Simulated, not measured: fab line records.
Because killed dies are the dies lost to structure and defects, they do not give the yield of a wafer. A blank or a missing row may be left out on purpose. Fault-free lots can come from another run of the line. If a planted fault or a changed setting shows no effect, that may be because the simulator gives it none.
Matching of chambers / flow berkeley cmos170 / 4 sister chambers for UCB170_GATE_ETCH_15 on rie si-01
The step etches poly-Si in HBr/Cl2, stops on SiO2, time 56.3 s, target depth 278.2 nm. 7 wafers are shown with their chamber, then 7 later ones without.

## EACH WAFER AND ITS CHAMBER
wafer=L660.1; chamber=0; drypump motor current A (A)=5.2; throttle valve pct (%)=26.41
wafer=L660.3; chamber=1; drypump motor current A (A)=6.3; throttle valve pct (%)=26.85
wafer=L660.4; chamber=2; drypump motor current A (A)=5.9; throttle valve pct (%)=26.78
wafer=L671.5; chamber=3; drypump motor current A (A)=5.6; throttle valve pct (%)=26.46
wafer=L671.6; chamber=2; drypump motor current A (A)=6.0; throttle valve pct (%)=26.80
wafer=L670.1; chamber=3; drypump motor current A (A)=5.6; throttle valve pct (%)=26.46
wafer=L670.4; chamber=0; drypump motor current A (A)=5.2; throttle valve pct (%)=26.40

## WAFERS MISSING THEIR CHAMBER
wafer=L670.5; drypump motor current A (A)=6.3; throttle valve pct (%)=26.84
wafer=L672.3; drypump motor current A (A)=5.2; throttle valve pct (%)=26.41
wafer=L672.4; drypump motor current A (A)=5.6; throttle valve pct (%)=26.45
wafer=L672.6; drypump motor current A (A)=6.3; throttle valve pct (%)=26.85
wafer=L674.1; drypump motor current A (A)=5.2; throttle valve pct (%)=26.39
wafer=L674.2; drypump motor current A (A)=5.6; throttle valve pct (%)=26.46
wafer=L674.4; drypump motor current A (A)=6.3; throttle valve pct (%)=26.84

## THE CHAMBER EACH PASSED THROUGH
wafer=L670.5; from the rows above=1; in truth=1
wafer=L672.3; from the rows above=0; in truth=0
wafer=L672.4; from the rows above=3; in truth=3
wafer=L672.6; from the rows above=1; in truth=1
wafer=L674.1; from the rows above=0; in truth=0
wafer=L674.2; from the rows above=3; in truth=3
wafer=L674.4; from the rows above=1; in truth=1
Correctly placed: 7 of 7. From these rows, 0 cannot be placed. 0 placed wrongly.
How it was worked out, from the rows above alone: a wafer's distance from a chamber is the root of the sum, over the readings, of the square of ((its reading less the chamber's mean) divided by the reading's scatter). If the next closest chamber is less than 2 further off than the closest, the wafer can't be placed; otherwise it belongs to the closest. Each chamber's mean is taken over the wafers shown for it. How the scatter is found: for the shown wafers, subtract from each reading the mean of its chamber, square and add these, divide the total by (wafers less chambers), then take the root.
